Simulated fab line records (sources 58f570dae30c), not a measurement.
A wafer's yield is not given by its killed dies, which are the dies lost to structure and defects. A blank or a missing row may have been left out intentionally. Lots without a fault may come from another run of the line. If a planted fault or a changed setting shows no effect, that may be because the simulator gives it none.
A lot that was struck, set against a sound lot / flow berkeley-cmos170 / 15 out of 331 route steps
Sound: the wafers L832.2, L832.5, L832.6. The struck wafers were L841.2, L841.4, L841.6. The cause is named last.
At each step with rows: each side's tool, then ch and its chambers, then its first start. Under that, the readings that differ: sound wafers / struck wafers / difference of the means / sigmas: that difference in standard deviations of wafers without a fault.
alike: a reading whose means differ by less than 2 such deviations, as well as words and numbers matching on both sides. not compared: withheld readings; readings where some wafer has no value; bounds like >300 that might hide an equal value; numbers whose values overlap and for which the record gives no deviation.
A row with sigmas, a row that says differs or no value, or rows on one side alone: a step with any of these is where the two part. Numbers that don't overlap but have no deviation are shown without sigmas and don't part them. A reading missing from all wafers of one side parts the sides only when that side holds two or more wafers.

UCB170_GATE_CD_MEAS_12: the cd target is 350 nm.
  sound on cd-sem-02 at day 8 13:24; struck on cd-sem-02 at day 10 21:20
  alike: cd-nm
UCB170_GATE_OVL_MEAS_13:
  sound on overlay-02 at day 8 13:31; struck on overlay-02 at day 10 21:26
  alike: GATE_OVL
UCB170_GATE_ETCH_14: etches BARC in N2/H2.
  sound on rie-diel-04 ch 1,2,3, day 8 13:32; struck on rie-diel-02 ch 0,1,3, day 10 21:28
  alike: drypump-motor-current-A, oes-product-au, throttle-valve-pct
UCB170_GATE_ETCH_15: etches poly-Si in HBr/Cl2, stops on SiO2, time 56.3 s, target depth 278.2 nm.
  sound on rie-si-02 ch 0,1,3, day 8 13:35; struck on rie-si-01 ch 0,2,3, day 10 21:31
  alike: drypump-motor-current-A, mfc-cl2-sccm, oes-product-au, throttle-valve-pct
  not compared: rf-hours-counter-h
UCB170_GATE_STRIP_16: strips in O2.
  sound on plasma-asher-02 ch 0,1, day 8 13:38; struck on plasma-asher-01 ch 1, day 10 21:33
  alike: drypump-motor-current-A, oes-product-au
  not compared: rf-hours-counter-h
UCB170_GATE_CD_MEAS_90: the cd target is 350 nm.
  sound on cd-sem-02 at day 8 13:53; struck on cd-sem-02 at day 10 21:40
  alike: cd-nm
then, 6 steps without rows for these wafers: UCB170_GATE_CLEAN_17 (cleans in SPM, time 600 s); UCB170_PLDD_HMDS_00 (prime time 60 s); UCB170_PLDD_COAT_01 (resist thk 900 nm); UCB170_PLDD_SOFTBAKE_02 (time 60 s); UCB170_PLDD_EXPOSE_03 (exposes mask PSELECT, target cd 1200 nm); UCB170_PLDD_PEB_04.
UCB170_PLDD_DEVELOP_05: develop time 45 s.
  sound on litho-track-01 ch 0, day 8 15:00; struck on litho-track-02 ch 0, day 11 04:00
reading=developer-temp-C (C); sound=20.95 20.91 20.91; struck=23.04 23.09 23.22; difference=+2.19; sigmas=+20
UCB170_PLDD_CD_MEAS_06: the cd target is 1200 nm.
  sound on cd-sem-02 at day 8 15:16; struck on cd-sem-02 at day 11 04:52
  alike: cd-nm
-- the record jumps here: 2 days lie between the struck wafers' starts before and after (it left off in module PLDD and takes up again in module M3, whose first step shown is number 331 of the route) --
UCB170_M3_PROBE_99:
  rows exist in the record for the struck wafers here (prober-02, day 13 11:34), but not for the sound ones

## WHERE THEY PART
Last at UCB170_M3_PROBE_99 as far as this record goes, first at UCB170_PLDD_DEVELOP_05.

WHY: what had been put in by the simulator
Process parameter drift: litho-track-02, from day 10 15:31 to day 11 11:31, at UCB170_PLDD_DEVELOP_05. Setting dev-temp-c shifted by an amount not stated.
